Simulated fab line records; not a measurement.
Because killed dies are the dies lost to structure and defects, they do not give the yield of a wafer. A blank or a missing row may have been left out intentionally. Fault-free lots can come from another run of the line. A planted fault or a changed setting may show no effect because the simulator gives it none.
fab line records + flow rit-cmos
record
- lots=14
- wafers=42
- last-day=7
route steps=202 shown ACTIVE@1 PLDD@123 M1@193
lots untouched by any fault: they come from a run of this same line in which no faults occurred
start-h: start of the lot's first displayed wafer, in hours after the record's first day + wait-h: hours from the lot's prior step to this one + " identical to the entry in the row above + L1.1+2: several wafers, shown together as one row + - value missing, or start not given + * or withheld: withheld + < > ~ a bound
route shown NAME@n: names a module that has steps shown in the file, with the first one's number in the route + usual: mean and standard deviation over wafers with no fault + same: alike in all rows + chamber/n: place in a boat + sites: per-site readings + _std_site: their standard deviation + _edge_site: inner sites' mean taken away from outer sites' mean + radius-mm: how far each site lies from the wafer's centre + mask NAME#n: copy n + behind: tool/chamber where the wafer was last shaped + hold: the reason the lot was held/the length of the hold in hours/how it ended + device: the n, p or np transistor that did not switch + end of line: tests run on the same wafers once the route is complete + where a step has no rows: the recipe by itself + killed: at the first sort, the dies lost to defects and structure; wafer yield is something else + map: a wafer's dies, x killed, . not, _ none there
set.NAME: the setting as run; set.NAME@STEP: as run at that earlier step + model.NAME: the simulator's own value behind a step, which no gauge read
steps of the route over a sample of lots; a table a step, a row a wafer
services: when a tool's chamber went out of use (start-h, in hours from the record's first day, below 0 if earlier), for how many hours, and the reason
## steps
# step RIT_ACTIVE_BOW_MEAS_00
# recipe
- mode=bow
# usual
- INCOMING_BOW=0/6.4
| lot.wafer | tool          | chamber | start-h | wait-h | INCOMING_BOW[um] |
|-----------|---------------|---------|---------|--------|------------------|
| L883.2    | film-metro-02 | -       | 10.02   | -      | -8               |
| L883.4    | "             | -       | "       | "      | 8                |
| L883.6    | "             | -       | "       | "      | 7                |
| L884.3    | film-metro-04 | -       | 15.04   | -      | 3                |
| L884.4    | "             | -       | "       | "      | 13               |
| L884.5    | "             | -       | "       | "      | -1               |
| L886.1    | film-metro-02 | -       | 25.00   | -      | -2               |
| L886.2    | "             | -       | "       | "      | 0                |
| L886.3    | "             | -       | "       | "      | 5                |
| L888.1    | film-metro-02 | -       | 35.00   | -      | 7                |
| L888.3    | "             | -       | "       | "      | -12              |
| L888.5    | "             | -       | "       | "      | -15              |
| L890.1    | film-metro-02 | -       | 45.00   | -      | 8                |
| L890.2    | "             | -       | "       | "      | 6                |
| L890.5    | "             | -       | "       | "      | 3                |
| L891.1    | film-metro-02 | -       | 50.00   | -      | 0                |
| L891.3    | "             | -       | "       | "      | 7                |
| L891.6    | "             | -       | "       | "      | 6                |
| L894.1    | film-metro-02 | -       | 65.00   | -      | -6               |
| L894.4    | "             | -       | "       | "      | -3               |
| L894.5    | "             | -       | "       | "      | -2               |
| L895.1    | film-metro-03 | -       | 70.00   | -      | -6               |
| L895.3    | "             | -       | "       | "      | -1               |
| L895.4    | "             | -       | "       | "      | 0                |
| L896.3    | film-metro-03 | -       | 75.04   | -      | -2               |
| L896.4    | "             | -       | "       | "      | 3                |
| L896.6    | "             | -       | "       | "      | -1               |
| L898.1    | film-metro-04 | -       | 85.00   | -      | 0                |
| L898.5    | "             | -       | "       | "      | 12               |
| L898.6    | "             | -       | "       | "      | -1               |
| L901.2    | film-metro-03 | -       | 100.02  | -      | 0                |
| L901.3    | "             | -       | "       | "      | 4                |
| L901.6    | "             | -       | "       | "      | 7                |
| L903.3    | film-metro-03 | -       | 110.04  | -      | 13               |
| L903.5    | "             | -       | "       | "      | 4                |
| L903.6    | "             | -       | "       | "      | 11               |
| L904.2    | film-metro-03 | -       | 115.02  | -      | -4               |
| L904.5    | "             | -       | "       | "      | -7               |
| L904.6    | "             | -       | "       | "      | 12               |
| L906.1    | film-metro-04 | -       | 125.00  | -      | 12               |
| L906.5    | "             | -       | "       | "      | 8                |
| L906.6    | "             | -       | "       | "      | 0                |
# step RIT_ACTIVE_EXPOSE_08
# recipe
- mask-id=M1
- na=0.6
- source-shape=conventional
- sigma-outer=0.6
- target-cd-nm=1400
- dose-mj=225
# usual
- exposure-dose-mJ-cm2=224.95/0.21
- focus-offset-nm=0.0/0.47
- na=0.6/0
| lot.wafer | tool             | chamber | start-h | wait-h | mask | exposure-dose-mJ-cm2 | focus-offset-nm | na  |
|-----------|------------------|---------|---------|--------|------|----------------------|-----------------|-----|
| L883.2    | iline-stepper-02 | 0       | 19.24   | 0.2    | M1#0 | 224.82               | 0.3             | 0.6 |
| L883.4    | "                | 0       | "       | "      | M1#0 | 224.78               | -0.6            | 0.6 |
| L883.6    | "                | 0       | "       | "      | M1#0 | 225.19               | 0.2             | 0.6 |
| L884.3    | iline-stepper-01 | 0       | 19.50   | 0.5    | M1#0 | 225.01               | -0.3            | 0.6 |
| L884.4    | "                | 0       | "       | "      | M1#0 | 224.87               | 0.3             | 0.6 |
| L884.5    | "                | 0       | "       | "      | M1#0 | 225.40               | 0.1             | 0.6 |
| L886.1    | iline-stepper-01 | 0       | 31.50   | 0.2    | M1#0 | 225.08               | -0.3            | 0.6 |
| L886.2    | "                | 0       | "       | "      | M1#0 | 224.83               | 0.1             | 0.6 |
| L886.3    | "                | 0       | "       | "      | M1#0 | 224.94               | -0.3            | 0.6 |
| L888.1    | iline-stepper-01 | 0       | 39.57   | 0.1    | M1#0 | 224.75               | 0.9             | 0.6 |
| L888.3    | "                | 0       | "       | "      | M1#0 | 225.02               | 0.3             | 0.6 |
| L888.5    | "                | 0       | "       | "      | M1#0 | 224.79               | 0.1             | 0.6 |
| L890.1    | iline-stepper-02 | -       | 51.10   | 0.1    | M1#0 | -                    | -               | -   |
| L890.2    | "                | -       | "       | "      | M1#0 | -                    | -               | -   |
| L890.5    | "                | -       | "       | "      | M1#0 | -                    | -               | -   |
| L891.1    | iline-stepper-01 | -       | 54.72   | 0.2    | M1#0 | -                    | -               | -   |
| L891.3    | "                | -       | "       | "      | M1#0 | -                    | -               | -   |
| L891.6    | "                | -       | "       | "      | M1#0 | -                    | -               | -   |
| L894.1    | iline-stepper-02 | 0       | 69.07   | 0.1    | M1#0 | 224.59               | -0.2            | 0.6 |
| L894.4    | "                | 0       | "       | "      | M1#0 | 224.84               | 0.7             | 0.6 |
| L894.5    | "                | 0       | "       | "      | M1#0 | 224.81               | 0.4             | 0.6 |
| L895.1    | iline-stepper-01 | 0       | 74.17   | 0.2    | M1#0 | 224.67               | -1.2            | 0.6 |
| L895.3    | "                | 0       | "       | "      | M1#0 | 224.63               | -0.4            | 0.6 |
| L895.4    | "                | 0       | "       | "      | M1#0 | 224.76               | 0.1             | 0.6 |
| L896.3    | iline-stepper-02 | 0       | 80.81   | 0.2    | M1#0 | 225.02               | -0.4            | 0.6 |
| L896.4    | "                | 0       | "       | "      | M1#0 | 224.77               | 0.8             | 0.6 |
| L896.6    | "                | 0       | "       | "      | M1#0 | 225.23               | 0.5             | 0.6 |
| L898.1    | iline-stepper-01 | 0       | 89.88   | 0.1    | M1#0 | 224.73               | -0.8            | 0.6 |
| L898.5    | "                | 0       | "       | "      | M1#0 | 224.95               | -1.3            | 0.6 |
| L898.6    | "                | 0       | "       | "      | M1#0 | 225.14               | 0.6             | 0.6 |
| L901.2    | iline-stepper-02 | 0       | 107.04  | 0.1    | M1#0 | 225.32               | -0.2            | 0.6 |
| L901.3    | "                | 0       | "       | "      | M1#0 | 224.78               | -0.5            | 0.6 |
| L901.6    | "                | 0       | "       | "      | M1#0 | 225.50               | -0.2            | 0.6 |
| L903.3    | iline-stepper-01 | 0       | 114.47  | 0.1    | M1#0 | 224.88               | 0.7             | 0.6 |
| L903.5    | "                | 0       | "       | "      | M1#0 | 225.12               | 0.1             | 0.6 |
| L903.6    | "                | 0       | "       | "      | M1#0 | 224.92               | 0.2             | 0.6 |
| L904.2    | iline-stepper-02 | 0       | 121.23  | 0.2    | M1#0 | 224.88               | -0.3            | 0.6 |
| L904.5    | "                | 0       | "       | "      | M1#0 | 225.13               | 0.3             | 0.6 |
| L904.6    | "                | 0       | "       | "      | M1#0 | 225.21               | 0.1             | 0.6 |
| L906.1    | iline-stepper-02 | 0       | 132.30  | 0.2    | M1#0 | 224.81               | 0.0             | 0.6 |
| L906.5    | "                | 0       | "       | "      | M1#0 | 224.69               | 0.2             | 0.6 |
| L906.6    | "                | 0       | "       | "      | M1#0 | 224.56               | 0.0             | 0.6 |
# step RIT_PLDD_STRIP_09
# recipe
- chemistry=O2
- time-s=180
- resist=NOVOLAK
- platen-temp-c=withheld
- power-w=500
- pressure-mtorr=4000
- o2-flow-sccm=4000
# usual
- drypump-motor-current-A=5.7/0.47
| lot.wafer | tool            | chamber | start-h | wait-h | drypump-motor-current-A | rf-hours-counter-h |
|-----------|-----------------|---------|---------|--------|-------------------------|--------------------|
| L883.2    | plasma-asher-01 | 1       | 58.19   | 0.1    | 5.7                     | 34                 |
| L883.4    | "               | 0       | "       | "      | 5.9                     | -                  |
| L883.6    | "               | 0       | "       | "      | 6.0                     | -                  |
| L884.3    | plasma-asher-02 | 1       | 60.91   | 0.1    | 6.4                     | -                  |
| L884.4    | "               | 0       | "       | "      | 6.4                     | -                  |
| L884.5    | "               | 1       | "       | "      | 6.4                     | -                  |
| L886.1    | plasma-asher-01 | 0       | 65.44   | 0.1    | 6.0                     | 36                 |
| L886.2    | "               | 1       | "       | "      | 5.7                     | 36                 |
| L886.3    | "               | 1       | "       | "      | 5.7                     | -                  |
| L888.1    | plasma-asher-03 | 1       | 74.14   | 0.1    | 5.1                     | 29                 |
| L888.3    | "               | 0       | "       | "      | 5.2                     | -                  |
| L888.5    | "               | 0       | "       | "      | 5.2                     | -                  |
| L894.1    | plasma-asher-01 | 0       | 108.38  | 0.1    | 6.0                     | 40                 |
| L894.4    | "               | 1       | "       | "      | 5.7                     | -                  |
| L894.5    | "               | 0       | "       | "      | 6.0                     | -                  |
| L895.1    | plasma-asher-02 | 0       | 110.75  | 0.1    | 6.4                     | 47                 |
| L895.3    | "               | 0       | "       | "      | 6.5                     | -                  |
| L895.4    | "               | 1       | "       | "      | 6.4                     | -                  |
| L896.3    | plasma-asher-01 | 1       | 115.10  | 0.1    | 5.7                     | -                  |
| L896.4    | "               | 0       | "       | "      | 6.0                     | -                  |
| L896.6    | "               | 0       | "       | "      | 5.9                     | -                  |
| L898.1    | plasma-asher-01 | 1       | 126.71  | 0.1    | 5.7                     | 43                 |
| L898.5    | "               | 1       | "       | "      | 5.7                     | -                  |
| L898.6    | "               | 0       | "       | "      | 5.9                     | -                  |
| L901.2    | plasma-asher-02 | 0       | 142.40  | 0.1    | 6.4                     | 51                 |
| L901.3    | "               | 0       | "       | "      | 6.4                     | -                  |
| L901.6    | "               | 1       | "       | "      | 6.4                     | -                  |
| L903.3    | plasma-asher-02 | 1       | 145.75  | 0.1    | 6.4                     | -                  |
| L903.5    | "               | 0       | "       | "      | 6.4                     | -                  |
| L903.6    | "               | 1       | "       | "      | 6.4                     | -                  |
| L904.2    | plasma-asher-03 | 1       | 154.09  | 0.1    | 5.1                     | 37                 |
| L904.5    | "               | 0       | "       | "      | 5.2                     | -                  |
| L904.6    | "               | 1       | "       | "      | 5.1                     | -                  |
| L906.1    | plasma-asher-03 | 0       | 164.50  | 0.1    | 5.2                     | 38                 |
| L906.5    | "               | 0       | "       | "      | 5.2                     | -                  |
| L906.6    | "               | 1       | "       | "      | 5.1                     | -                  |
# step RIT_M1_CD_MEAS_09
# recipe
- target-cd-nm=2600
# usual
- cd-nm=2600.4/2.2
| lot.wafer | tool      | chamber | start-h | wait-h | cd-nm  |
|-----------|-----------|---------|---------|--------|--------|
| L883.2    | cd-sem-02 | -       | 69.80   | -      | 2600.3 |
| L883.4    | "         | -       | "       | "      | 2600.8 |
| L883.6    | "         | -       | "       | "      | 2603.8 |
| L884.3    | cd-sem-02 | -       | 72.29   | -      | 2601.9 |
| L884.4    | "         | -       | "       | "      | 2599.3 |
| L884.5    | "         | -       | "       | "      | 2600.8 |
| L886.1    | cd-sem-02 | -       | 77.00   | -      | 2600.6 |
| L886.2    | "         | -       | "       | "      | 2597.8 |
| L886.3    | "         | -       | "       | "      | 2597.2 |
| L888.1    | cd-sem-01 | -       | 85.26   | -      | 2602.2 |
| L888.3    | "         | -       | "       | "      | 2603.3 |
| L888.5    | "         | -       | "       | "      | 2601.2 |
| L894.1    | cd-sem-02 | -       | 119.37  | -      | 2603.5 |
| L894.4    | "         | -       | "       | "      | 2600.9 |
| L894.5    | "         | -       | "       | "      | 2599.1 |
| L895.1    | cd-sem-02 | -       | 121.80  | -      | 2604.2 |
| L895.3    | "         | -       | "       | "      | 2603.5 |
| L895.4    | "         | -       | "       | "      | 2603.9 |
| L896.3    | cd-sem-01 | -       | 126.14  | -      | 2600.9 |
| L896.4    | "         | -       | "       | "      | 2600.1 |
| L896.6    | "         | -       | "       | "      | 2599.7 |
| L898.1    | cd-sem-01 | -       | 137.97  | -      | 2599.4 |
| L898.5    | "         | -       | "       | "      | 2599.5 |
| L898.6    | "         | -       | "       | "      | 2598.6 |
| L901.2    | cd-sem-01 | -       | 153.47  | -      | 2599.2 |
| L901.3    | "         | -       | "       | "      | 2597.1 |
| L901.6    | "         | -       | "       | "      | 2598.8 |
| L903.3    | cd-sem-01 | -       | 156.71  | -      | 2602.3 |
| L903.5    | "         | -       | "       | "      | 2601.1 |
| L903.6    | "         | -       | "       | "      | 2600.8 |
| L904.2    | cd-sem-01 | -       | 165.47  | -      | 2598.2 |
| L904.5    | "         | -       | "       | "      | 2595.6 |
| L904.6    | "         | -       | "       | "      | 2594.8 |
| L906.1    | cd-sem-01 | -       | 175.54  | -      | 2601.8 |
| L906.5    | "         | -       | "       | "      | 2601.7 |
| L906.6    | "         | -       | "       | "      | 2603.6 |
## services
| tool             | chamber | start-h | hours | kind        |
|------------------|---------|---------|-------|-------------|
| plasma-asher-02  | -       | 39.84   | 14.4  | repair      |
| plasma-asher-02  | -       | 47.53   | 0.5   | repair      |
| iline-stepper-01 | -       | 47.78   | 4.4   | pm          |
| plasma-asher-03  | -       | 52.89   | 14.6  | pm          |
| iline-stepper-02 | 0       | 60.51   | -     | calibration |
| iline-stepper-01 | 0       | 70.12   | -     | calibration |
| iline-stepper-02 | -       | 71.35   | 1.7   | pm          |
| iline-stepper-01 | -       | 96.26   | 3.8   | repair      |
| iline-stepper-02 | -       | 112.83  | 4.4   | pm          |
| plasma-asher-02  | -       | 121.22  | 0.5   | repair      |
| plasma-asher-01  | -       | 134.42  | 1.8   | repair      |
| iline-stepper-01 | -       | 156.36  | 1.7   | pm          |
| iline-stepper-02 | -       | 161.15  | 4.3   | pm          |
## key
first-sign
- step=RIT_ACTIVE_EXPOSE_08
- reading=tool-record
- direction=missing
effect none on later readings
met-at RIT_ACTIVE_EXPOSE_08
struck-lots L890,L891
later-rows-left-out L890.1,L890.2,L890.5,L891.1,L891.3,L891.6
sort-left-out L890.1,L890.2,L890.5,L891.1,L891.3,L891.6
tester-left-out L890,L891
not-acting-at RIT_ACTIVE_BOW_MEAS_00,RIT_PLDD_STRIP_09,RIT_M1_CD_MEAS_09
onset-between 39.57 51.10
fault
- kind=skipped-step-whole
- tool=iline-stepper-01,iline-stepper-02
- chamber=-
- onset-h=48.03
- steps=RIT_ACTIVE_EXPOSE_08
- scope=struck-lots-only
# tester-left-out: of these lots the tester's yield and bins aren't shown, on N5 and GAA mostly nor the transistor test; their killed dies are dies lost to structure and defects alone, not to doping, threshold or leakage, so they don't give the yield
# sort-left-out: the simulated sort isn't trusted on such a fault, so these wafers' sort isn't shown, and their yield isn't known
# later-rows-left-out: the simulator's readings of these wafers behind a module that went badly wrong aren't trusted and aren't shown, but for the sort
